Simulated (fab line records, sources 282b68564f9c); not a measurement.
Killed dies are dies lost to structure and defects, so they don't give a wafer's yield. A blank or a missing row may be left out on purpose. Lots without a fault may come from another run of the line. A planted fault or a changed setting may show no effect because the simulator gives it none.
fab line records | flow rit_cmos
record lots=7 wafers=21 last_day=7
route steps=202 shown NSD@133 PSD@142 M1@202
lots that met no fault: from a run of the same line without faults
start_h: hours from the record's first day to the start of the lot's first wafer shown | wait_h: hours since the lot's step before | " the same as in the row above | L1.1+2: a row that stands for several wafers | - no value, or no start given | * or withheld: withheld | < > ~ a bound
route shown NAME@n: a module of which the file shows steps, and the number in the route of the first | usual: mean/standard deviation of fault-free wafers | same: alike in all rows | chamber/n: place in a boat | sites: the reading at each site | _std_site: their standard deviation | _edge_site: outer sites' mean less inner sites' | radius_mm: how far each site lies from the wafer's centre | mask NAME#n: copy n | behind: the tool/chamber that last shaped the wafer | hold: why the lot was held/for how many hours/how that ended | device: the transistor (n, p or np) that didn't switch | end of line: the same wafers' tests at the end of the route | a step without rows: its recipe alone | killed: dies lost to structure and defects at the first sort, not the wafer's yield | map: a wafer's dies, x killed, . not, _ none there
set.NAME: the setting as run; set.NAME@STEP: as run at that earlier step | model.NAME: the simulator's own value behind a step, which no gauge read
lots at some steps of the route; a table a step, a row a wafer
services: from which hour (start_h, from the record's first day; less than 0 if before it) a tool's chamber was out of use, for how many hours, and why
## steps
# step RIT_NSD_SOFTBAKE_02
# recipe resist=NOVOLAK temp_c=90 time_s=60
# step RIT_NSD_EXPOSE_03
# recipe mask_id=M9 na=0.57 target_cd_nm=40700 dose_mj=250
# step RIT_NSD_PEB_04
# recipe resist=NOVOLAK temp_c=withheld time_s=withheld
# step RIT_NSD_DEVELOP_05
# recipe resist=NOVOLAK develop_time_s=50 dev_temp_c=23
# step RIT_NSD_OVL_MEAS_06
# usual NSD_OVL=-0.1/1.4
# columns lot.wafer tool chamber start_h wait_h NSD_OVL[nm]
L228.2 overlay-01 - 66.36 - 1.5
L228.3 " - " " -1.0
L228.5 " - " " -0.4
L231.1 overlay-02 - 77.52 - -3.6
L231.5 " - " " -1.5
L231.6 " - " " -2.8
L236.2 overlay-01 - 101.87 - 0.3
L236.3 " - " " -0.8
L236.4 " - " " -0.1
L237.1 overlay-01 - 108.76 - -0.7
L237.3 " - " " 0.9
L237.6 " - " " 1.8
L238.1 overlay-02 - 113.87 - -2.6
L238.5 " - " " -2.5
L238.6 " - " " -1.5
L239.2 overlay-01 - 116.98 - -0.5
L239.3 " - " " 0.4
L239.6 " - " " 0.7
L248.1 overlay-02 - 163.72 - -1.1
L248.3 " - " " -0.4
L248.6 " - " " 1.1
# step RIT_NSD_HARDBAKE_07
# recipe resist=NOVOLAK temp_c=140 time_s=60
# step RIT_NSD_IMPLANT_08
# recipe species=P energy_kev=25 dose_cm2=1e+15 tilt_deg=7
# step RIT_NSD_STRIP_09
# recipe chemistry=O2 time_s=180 resist=NOVOLAK platen_temp_c=withheld power_w=500 pressure_mtorr=4000 o2_flow_sccm=4000
# usual drypump_motor_current_A=5.5/0.45 o2_flow_sccm=4001/12
# same time_s=180
# columns lot.wafer tool chamber start_h wait_h drypump_motor_current_A o2_flow_sccm rf_hours_counter_h
L228.2 plasma_asher-04 1 66.69 0.1 5.7 4015 41
L228.3 " 1 " " 5.7 4014 -
L228.5 " 0 " " 5.9 3992 -
L231.1 plasma_asher-03 1 77.86 0.1 4.8 3988 45
L231.5 " 0 " " 5.8 4005 -
L231.6 " 1 " " 4.9 4004 -
L236.2 plasma_asher-03 1 102.20 0.1 4.8 3990 48
L236.3 " 1 " " 4.8 4013 -
L236.4 " 0 " " 5.8 4003 -
L237.1 plasma_asher-03 0 109.10 0.1 5.8 3996 49
L237.3 " 1 " " 4.8 3995 -
L237.6 " 0 " " 5.8 3996 -
L238.1 plasma_asher-03 1 114.21 0.1 4.8 4017 49
L238.5 " 0 " " 5.8 3987 -
L238.6 " 1 " " 4.8 3975 -
L239.2 plasma_asher-03 0 117.31 0.1 5.7 4016 50
L239.3 " 0 " " 5.8 3982 -
L239.6 " 0 " " 5.8 4006 -
L248.1 plasma_asher-04 0 164.06 0.1 5.9 3999 5
L248.3 " 1 " " 5.7 4006 -
L248.6 " 0 " " 5.9 3988 -
# step RIT_NSD_TW_MEAS_10
# usual NSD_TW=3100/51
# columns lot.wafer tool chamber start_h wait_h NSD_TW
L228.2 film_metro-04 - 66.87 0.1 3136
L228.3 " - " " 3128
L228.5 " - " " 3140
L231.1 film_metro-04 - 78.04 0.1 3136
L231.5 " - " " 3140
L231.6 " - " " 3153
L236.2 film_metro-02 - 102.39 0.1 3127
L236.3 " - " " 3136
L236.4 " - " " 3141
L237.1 film_metro-02 - 109.27 0.1 3154
L237.3 " - " " 3159
L237.6 " - " " 3159
L238.1 film_metro-02 - 114.38 0.1 3125
L238.5 " - " " 3132
L238.6 " - " " 3155
L239.2 film_metro-01 - 117.50 0.1 3021
L239.3 " - " " 3031
L239.6 " - " " 3033
L248.1 film_metro-01 - 164.23 0.1 3034
L248.3 " - " " 3048
L248.6 " - " " 3060
# step RIT_PSD_HMDS_00
# recipe prime_time_s=60 prime_temp_c=140
# step RIT_PSD_COAT_01
# recipe resist=NOVOLAK spin_rpm=3250 resist_thk_nm=1000
# step RIT_PSD_SOFTBAKE_02
# recipe resist=NOVOLAK temp_c=90 time_s=60
# step RIT_PSD_EXPOSE_03
# recipe mask_id=M10 na=0.57 target_cd_nm=40900 dose_mj=250
# columns lot.wafer tool chamber start_h wait_h mask model.PSD.overlay_x_nm
L228.2+3+5 iline_stepper-02 0 67.39 0.1 M10#0 -0.2575
L231.1+5+6 iline_stepper-01 0 78.67 0.2 M10#0 1.948
L236.2+3+4 iline_stepper-01 0 102.91 0.1 M10#0 128.8
L237.1+3+6 iline_stepper-01 0 109.78 0.1 M10#0 130.5
L238.1+5+6 iline_stepper-02 0 115.02 0.2 M10#0 -0.03811
L239.2+3+6 iline_stepper-01 0 118.23 0.3 M10#0 130.1
L248.1+3+6 iline_stepper-02 0 164.87 0.2 M10#0 0.783
# step RIT_PSD_PEB_04
# recipe resist=NOVOLAK temp_c=withheld time_s=withheld
# step RIT_PSD_DEVELOP_05
# recipe resist=NOVOLAK develop_time_s=50 dev_temp_c=23
# step RIT_PSD_OVL_MEAS_06
# usual PSD_OVL=-0.2/1.2
# columns lot.wafer tool chamber start_h wait_h PSD_OVL[nm]
L228.2 overlay-01 - 67.78 - 2.3
L228.3 " - " " 1.6
L228.5 " - " " 1.7
L231.1 overlay-02 - 79.07 - 0.4
L231.5 " - " " 0.1
L231.6 " - " " 0.6
L236.2 overlay-01 - 103.30 - 127.4
L236.3 " - " " 128.3
L236.4 " - " " 130.3
L237.1 overlay-01 - 110.18 - 132.1
L237.3 " - " " 130.7
L237.6 " - " " 132.5
L238.1 overlay-01 - 115.42 - -0.2
L238.5 " - " " 0.1
L238.6 " - " " 0.2
L239.2 overlay-02 - 118.65 - 128.7
L239.3 " - " " 130.9
L239.6 " - " " 129.9
L248.1 overlay-02 - 165.27 - 0.0
L248.3 " - " " 1.0
L248.6 " - " " 0.5
# step RIT_PSD_HARDBAKE_07
# recipe resist=NOVOLAK temp_c=140 time_s=60
# step RIT_M1_PROBE_99
# usual killed_at_contacts=0.1/0.32 killed_at_front_end=7/3 killed_dies=7/3 killed_open=3.4/2.2 killed_short=3.3/1.8
# same gross_dies=264 killed_at_M0_to_M3=0 killed_at_M4_up=0 killed_at_back_side=0 killed_at_other=0
# columns lot.wafer tool chamber start_h wait_h killed_at_contacts killed_at_front_end killed_dies killed_open killed_short model.etest.select_edge_diode_p.leak_log10_a
L228.2 prober-02 - 76.34 0.1 0 5 5 3 2 -10.36
L228.3 prober-02 - 76.39 0.2 0 3 3 0 3 -10.38
L228.5 prober-02 - 76.49 0.2 1 3 4 1 3 -10.37
L231.1 prober-01 - 87.62 0.1 0 11 11 7 4 -10.09
L231.5 prober-01 - 87.82 0.2 0 11 11 4 7 -10.4
L231.6 prober-01 - 87.87 0.2 0 8 8 5 3 -10.35
L236.2 prober-02 - 111.62 0.1 0 3 3 0 3 -9.86
L236.3 prober-02 - 111.67 0.2 0 6 6 4 2 -10.04
L236.4 prober-02 - 111.72 0.2 0 3 3 1 2 -9.921
L237.1 prober-01 - 119.51 0.1 0 9 9 6 3 -10.17
L237.3 prober-01 - 119.61 0.2 0 10 10 7 3 -9.947
L237.6 prober-01 - 119.76 0.2 0 9 9 4 5 -10.15
L238.1 prober-02 - 123.82 0.1 0 7 7 4 3 -10.38
L238.5 prober-02 - 124.02 0.2 0 4 4 2 2 -10.44
L238.6 prober-02 - 124.07 0.2 0 5 5 2 3 -10.49
L239.2 prober-01 - 127.37 0.1 0 6 6 6 0 -9.895
L239.3 prober-01 - 127.42 0.2 1 6 7 3 4 -9.769
L239.6 prober-01 - 127.57 0.2 0 2 2 1 1 -9.676
L248.1 prober-02 - 173.62 0.1 0 11 11 1 10 -10.43
L248.3 prober-02 - 173.72 0.2 0 5 5 4 1 -10.47
L248.6 prober-02 - 173.87 0.2 0 5 5 4 1 -10.34
# killed by level:class
L228.2 FOX1:geometric_particle:short=1 GATE:geometric_particle:open=1 REOX:geometric_particle:short=1 SPACER:geometric_particle:open=1 SILICIDE:geometric_particle:open=1
L228.3 FOX1:geometric_particle:short=1 GATE:geometric_particle:short=1 SPACER:geometric_particle:short=1
L228.5 FOX2:geometric_particle:short=1 GATE:geometric_particle:short=1 SPACER:geometric_particle:short=1 CONTACT:geometric_particle:open=1
L231.1 GATE:geometric_particle:open=4 GATE:geometric_particle:short=2 FOX1:geometric_particle:open=1 FOX2:geometric_particle:open=1 REOX:geometric_particle:short=1 SPACER:geometric_particle:open=1 SPACER:geometric_particle:short=1
L231.5 GATE:geometric_particle:short=2 GATE:geometric_particle:open=2 SPACER:geometric_particle:open=2 SPACER:geometric_particle:short=2 FOX1:geometric_particle:short=1 FOX2:geometric_particle:short=1 REOX:geometric_particle:short=1
L231.6 GATE:geometric_particle:open=3 FOX1:geometric_particle:open=2 GATE:geometric_particle:short=2 SPACER:geometric_particle:short=1
L236.2 GATE:geometric_particle:short=1 REOX:geometric_particle:short=1 SPACER:geometric_particle:short=1
L236.3 GATE:geometric_particle:open=2 FOX1:geometric_particle:open=1 FOX1:geometric_particle:short=1 FOX2:geometric_particle:short=1 REOX:geometric_particle:open=1
L236.4 GATE:geometric_particle:short=2 SPACER:geometric_particle:open=1
L237.1 FOX2:geometric_particle:open=3 GATE:geometric_particle:short=3 GATE:geometric_particle:open=2 FOX1:geometric_particle:open=1
L237.3 FOX2:geometric_particle:open=3 SILICIDE:geometric_particle:open=2 FOX1:geometric_particle:short=1 FOX2:geometric_particle:short=1 GATE:geometric_particle:open=1 GATE:geometric_particle:short=1 SPACER:geometric_particle:open=1
L237.6 GATE:geometric_particle:short=4 SILICIDE:geometric_particle:open=2 REOX:geometric_particle:short=1 FOX1:geometric_particle:open=1 GATE:geometric_particle:open=1
L238.1 GATE:geometric_particle:open=4 GATE:geometric_particle:short=2 REOX:geometric_particle:short=1
L238.5 GATE:geometric_particle:short=2 GATE:geometric_particle:open=1 SILICIDE:geometric_particle:open=1
L238.6 FOX1:geometric_particle:open=1 FOX1:geometric_particle:short=1 GATE:geometric_particle:short=1 REOX:geometric_particle:short=1 SILICIDE:geometric_particle:open=1
L239.2 GATE:geometric_particle:open=2 FOX1:geometric_particle:open=1 REOX:geometric_particle:open=1 SPACER:geometric_particle:open=1 SILICIDE:geometric_particle:open=1
L239.3 GATE:geometric_particle:open=2 REOX:geometric_particle:short=2 GATE:geometric_particle:short=1 SPACER:geometric_particle:short=1 CONTACT:geometric_particle:open=1
L239.6 FOX2:geometric_particle:open=1 SPACER:geometric_particle:short=1
L248.1 GATE:geometric_particle:short=4 FOX2:geometric_particle:short=2 SPACER:geometric_particle:short=2 GATE:geometric_particle:open=1 REOX:geometric_particle:short=1 SILICIDE:geometric_particle:short=1
L248.3 GATE:geometric_particle:open=3 REOX:geometric_particle:short=1 SILICIDE:geometric_particle:open=1
L248.6 GATE:geometric_particle:open=2 REOX:geometric_particle:open=1 REOX:geometric_particle:short=1 SILICIDE:geometric_particle:open=1
## services
# columns tool chamber start_h hours kind
iline_stepper-02 - 52.03 1.8 repair
iline_stepper-02 - 96.84 5.0 repair
plasma_asher-04 - 108.75 9.0 pm
plasma_asher-04 0 108.75 9.0 vent_cycle
plasma_asher-04 1 108.75 9.0 vent_cycle
iline_stepper-02 - 117.01 1.7 pm
plasma_asher-04 0 117.75 - clean
plasma_asher-04 1 117.75 - clean
iline_stepper-02 - 132.21 2.2 repair
plasma_asher-03 - 145.22 4.3 pm
## key
first_sign step=RIT_PSD_OVL_MEAS_06 reading=PSD_OVL direction=up sigmas=99+ usual=-0.2 struck=130.1
effect none on later readings
model_effect step=RIT_PSD_EXPOSE_03 value=PSD.overlay_x_nm without=-0.1869 struck=129.8
model_effect step=RIT_M1_PROBE_99 value=etest.select_edge_diode_p.leak_log10_a without=-10.43 struck=-9.937
met_at RIT_PSD_EXPOSE_03
struck_wafers L236.2,L236.3,L236.4,L237.1,L237.3,L237.6,L239.2,L239.3,L239.6
tester_left_out L236,L237,L239
onset_between 78.67 102.91
fault kind=scanner_matching_overlay tool=iline_stepper-01 chamber=- onset_h=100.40 steps=RIT_PSD_EXPOSE_03 offset=130
# tester_left_out: of these lots the tester's yield and bins aren't shown, on N5 and GAA mostly nor the transistor test; their killed dies are dies lost to structure and defects alone, not to doping, threshold or leakage, so they don't give the yield
